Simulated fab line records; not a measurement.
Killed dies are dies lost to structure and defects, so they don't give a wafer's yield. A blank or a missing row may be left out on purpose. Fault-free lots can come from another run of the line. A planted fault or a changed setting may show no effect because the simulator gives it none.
Which tool is to blame? | flow rit cmos | 14 lots with 42 wafers sampled at 2 steps, on a route of 202 steps

== WHAT THE GAUGES READ, wafer by wafer ==
RIT_ACTIVE_THK_MEAS_04. Usual: ACTIVE_NITRIDE_THK gives 150.2 nm (standard deviation 1.2).
lot  | measured    | on            | ACTIVE_NITRIDE_THK (nm) | flag
L311 | day 1 15:02 | film metro-03 | 149.0 148.4 148.8       |
L312 | day 1 21:00 | film metro-02 | 147.3 147.3 147.6       |
L313 | day 1 23:45 | film metro-03 | 147.6 148.5 150.4       |
L314 | day 2 04:32 | film metro-01 | 149.4 151.3 149.9       |
L316 | day 2 15:31 | film metro-02 | 151.5 150.9 151.7       |
L317 | day 2 21:14 | film metro-02 | 150.9 151.3 150.9       |
L318 | day 3 01:44 | film metro-01 | 149.5 149.8 151.6       |
L319 | day 3 07:13 | film metro-03 | 149.8 150.7 150.0       |
L320 | day 3 14:50 | film metro-02 | 150.6 150.1 150.7       |
L322 | day 3 23:29 | film metro-03 | 150.5 149.9 150.1       |
L325 | day 4 13:14 | film metro-03 | 149.2 149.4 151.4       |
L327 | day 4 23:29 | film metro-02 | 149.2 149.6 148.7       |
L328 | day 5 07:01 | film metro-02 | 180.8 173.8 156.6       | OFF
L330 | day 5 16:06 | film metro-01 | 161.9 181.3 190.0       | OFF

== WHAT TOOL EACH LOT RAN ON (gives the tool, then ch and the chambers of the sampled wafers, and finally the start) ==
lot  | RIT_ACTIVE_CVD_03
L311 | lpcvd-02 ch 0, day 1 13:37
L312 | lpcvd-02 ch 0, day 1 19:35
L313 | lpcvd-02 ch 0, day 1 22:19
L314 | lpcvd-02 ch 0, day 2 03:07
L316 | lpcvd-01 ch 1, day 2 14:06
L317 | lpcvd-01 ch 0, day 2 19:48
L318 | lpcvd-02 ch 1, day 3 00:19
L319 | lpcvd-01 ch 1, day 3 05:05
L320 | lpcvd-02 ch 0, day 3 13:25
L322 | lpcvd-02 ch 0, day 3 22:03
L325 | lpcvd-01 ch 0, day 4 11:05
L327 | lpcvd-01 ch 1, day 4 21:22
L328 | lpcvd-02 ch 0, day 5 04:53
L330 | lpcvd-02 ch 0, day 5 13:58
- RIT_ACTIVE_CVD_03: deposits Si3N4 from SiH2Cl2/NH3, target thk 150 nm, time 1500 s.

== AS READ BY THE TOOLS THEMSELVES (means over the sampled wafers that have a number; for cases with no such wafer, the mark the record gives instead) ==
RIT_ACTIVE_CVD_03. Usual: spike tc centre C 813.8 C, standard deviation 1.1; zone power centre pct 37.5 %, standard deviation 2.5; zone power source pct 20.2 %, standard deviation 0.43.
lot  | tool     | spike tc centre C (C) | zone power centre pct (%) | zone power source pct (%) | flag
L311 | lpcvd-02 | 813.5                 | 36.8                      | 19.9                      |
L312 | lpcvd-02 | 812.9                 | 36.9                      | 20.0                      |
L313 | lpcvd-02 | 812.4                 | 37.0                      | 20.1                      |
L314 | lpcvd-02 | 813.7                 | 36.5                      | 20.0                      |
L316 | lpcvd-01 | 814.2                 | 35.4                      | 20.8                      |
L317 | lpcvd-01 | 812.9                 | 34.9                      | 20.4                      |
L318 | lpcvd-02 | 814.4                 | 40.7                      | 19.8                      |
L319 | lpcvd-01 | 813.1                 | 35.5                      | 20.8                      |
L320 | lpcvd-02 | 813.6                 | 36.7                      | 20.1                      |
L322 | lpcvd-02 | 813.6                 | 36.8                      | 19.9                      |
L325 | lpcvd-01 | 813.1                 | 35.2                      | 20.4                      |
L327 | lpcvd-01 | 814.7                 | 35.7                      | 21.0                      |
L328 | lpcvd-02 | 841.9                 | 47.2                      | 18.4                      | OFF
L330 | lpcvd-02 | 841.6                 | 46.8                      | 18.5                      | OFF

== THE ANSWER, worked out from the rows above alone ==
Rule: take the mean of a lot's wafers that have a number; if it is more than 3 standard deviations from the usual mean, the lot is off. A lot without any number at a reading at which 4 lots or more have one is off too. The other lots that the step has rows for count as sound. After the gauges, taken in route order, come the tools' own readings; for these a lot's mean is taken, as printed above. The first step at which some lot is off is used, and at that step the reading that is off furthest; a lot without a number counts as furthest.
Off: at RIT_ACTIVE_THK_MEAS_04 (ACTIVE_NITRIDE_THK), L328, L330.
A tool fits if, at a process step before that reading, it ran every lot that is off, and no sound lot after the first of them. Not tried: the gauges at RIT_ACTIVE_THK_MEAS_04; whatever is off there is also off at RIT_ACTIVE_CVD_03, on other tools, and gauge error can't account for it. One fits: lpcvd-02 at RIT_ACTIVE_CVD_03. Its last sound lot is L322 (day 3 22:03), its first lot that is off L328 (day 5 04:53): a fault that began between those two fits.
The tool's own readings at RIT_ACTIVE_CVD_03 bear it out: on the lots that are off they differ by more than 5 times the standard deviation of the sound lots' means. spike tc centre C reads 841.8 C there against 813.5 C on the sound lots; zone power centre pct reads 47.0 % there against 36.5 % on the sound lots.

== WHAT HAD BEEN PUT IN BY THE SIMULATOR ==
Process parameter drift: lpcvd-02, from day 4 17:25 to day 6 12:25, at RIT_ACTIVE_CVD_03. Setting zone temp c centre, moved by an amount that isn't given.
Lots struck among those shown: L328, L330. This agrees with what the rule above found.
